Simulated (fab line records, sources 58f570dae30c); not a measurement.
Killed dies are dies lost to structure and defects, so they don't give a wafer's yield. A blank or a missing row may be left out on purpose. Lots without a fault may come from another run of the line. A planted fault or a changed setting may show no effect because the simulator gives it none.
Tool commonality check | flow berkeley_cmos170 | 14 lots, 42 wafers sampled

WHY IT WAS OPENED
At UCB170_NWELL_TW_MEAS_16 the reading NWELL_TW is flagged on 2 of 14 lots. Wafers without a fault read 1244, standard deviation 17.
Rule: a lot is flagged when every wafer of it that has a number lies more than 4 standard deviations from that mean, or none has a number. The other lots count as sound.

lot  | measured    | on            | NWELL_TW, wafer by wafer | flag
L828 | day 2 06:44 | film_metro-01 | 1265 1265 1257           |
L829 | day 2 14:13 | film_metro-02 | 1227 1228 1232           |
L830 | day 2 17:59 | film_metro-01 | 1262 1260 1259           |
L831 | day 3 02:29 | film_metro-01 | 1268 1258 1266           |
L834 | day 3 17:18 | film_metro-02 | 1235 1233 1229           |
L836 | day 4 03:05 | film_metro-02 | 1234 1230 1229           |
L837 | day 4 07:32 | film_metro-02 | 1126 1131 1135           | FLAGGED
L838 | day 4 12:30 | film_metro-03 | 1236 1232 1232           |
L840 | day 4 13:44 | film_metro-03 | 1231 1235 1223           |
L841 | day 5 00:02 | film_metro-01 | 1162 1169 1167           | FLAGGED
L844 | day 5 20:26 | film_metro-01 | 1261 1265 1261           |
L846 | day 5 23:02 | film_metro-02 | 1233 1235 1238           |
L845 | day 5 23:17 | film_metro-01 | 1269 1268 1270           |
L847 | day 6 07:02 | film_metro-02 | 1240 1244 1245           |
The numbers of the flagged lots are 1148 on average: -96 against the usual, or -6 standard deviations.

WHICH TOOL RAN EACH LOT
The record holds 1 process step before the reading, out of a route of 331 steps. In each cell: the tool, then ch and the chambers that the sampled wafers went through, then the start.
lot  | flag    | UCB170_NWELL_IMPLANT_14
L828 |         | implanter-04 ch 0, day 2 06:29
L829 |         | implanter-01 ch 0, day 2 13:58
L830 |         | implanter-02 ch 0, day 2 17:44
L831 |         | implanter-02 ch 0, day 3 02:14
L834 |         | implanter-01 ch 0, day 3 17:05
L836 |         | implanter-02 ch 0, day 4 02:51
L837 | FLAGGED | implanter-04 ch 0, day 4 07:17
L838 |         | implanter-01 ch 0, day 4 12:15
L840 |         | implanter-02 ch 0, day 4 13:30
L841 | FLAGGED | implanter-04 ch 0, day 4 23:49
L844 |         | implanter-01 ch 0, day 5 20:02
L846 |         | implanter-01 ch 0, day 5 22:48
L845 |         | implanter-02 ch 0, day 5 23:02
L847 |         | implanter-01 ch 0, day 6 06:47
What these steps do:
- UCB170_NWELL_IMPLANT_14
- UCB170_NWELL_TW_MEAS_16

FLAGGED OVER TOTAL, TOOL BY TOOL (the gauges that took the reading come last)
step                    | tool          | lots run | flagged | share of the flagged lots | sound lots run after its first flagged lot
UCB170_NWELL_IMPLANT_14 | implanter-01  | 6        | 0       | none                      | -
UCB170_NWELL_IMPLANT_14 | implanter-02  | 5        | 0       | none                      | -
UCB170_NWELL_IMPLANT_14 | implanter-04  | 3        | 2       | all                       | 0
UCB170_NWELL_TW_MEAS_16 | film_metro-01 | 6        | 1       | some                      | 2 (L844,L845)
UCB170_NWELL_TW_MEAS_16 | film_metro-02 | 6        | 1       | some                      | 2 (L846,L847)
UCB170_NWELL_TW_MEAS_16 | film_metro-03 | 2        | 0       | none                      | -

WHAT THE TABLE ALLOWS
1 row of the table ran every flagged lot: implanter-04 at UCB170_NWELL_IMPLANT_14.
- implanter-04 at UCB170_NWELL_IMPLANT_14: 2 of its 3 lots flagged. Its last sound lot is L828 (day 2 06:29), its first flagged lot L837 (day 4 07:17): a fault that began between those two fits. Its own readings lie more than 4 standard deviations out on every wafer of the flagged lots: beam_on_s, faraday_current_uA.
One tool is left: implanter-04 at UCB170_NWELL_IMPLANT_14.

WHAT THE SIMULATOR HAD PUT IN
Process parameter drift: implanter-04, from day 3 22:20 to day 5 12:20, at UCB170_NWELL_IMPLANT_14. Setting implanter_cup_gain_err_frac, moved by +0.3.
Lots struck among those shown: L837, L841. The rule above found the same.
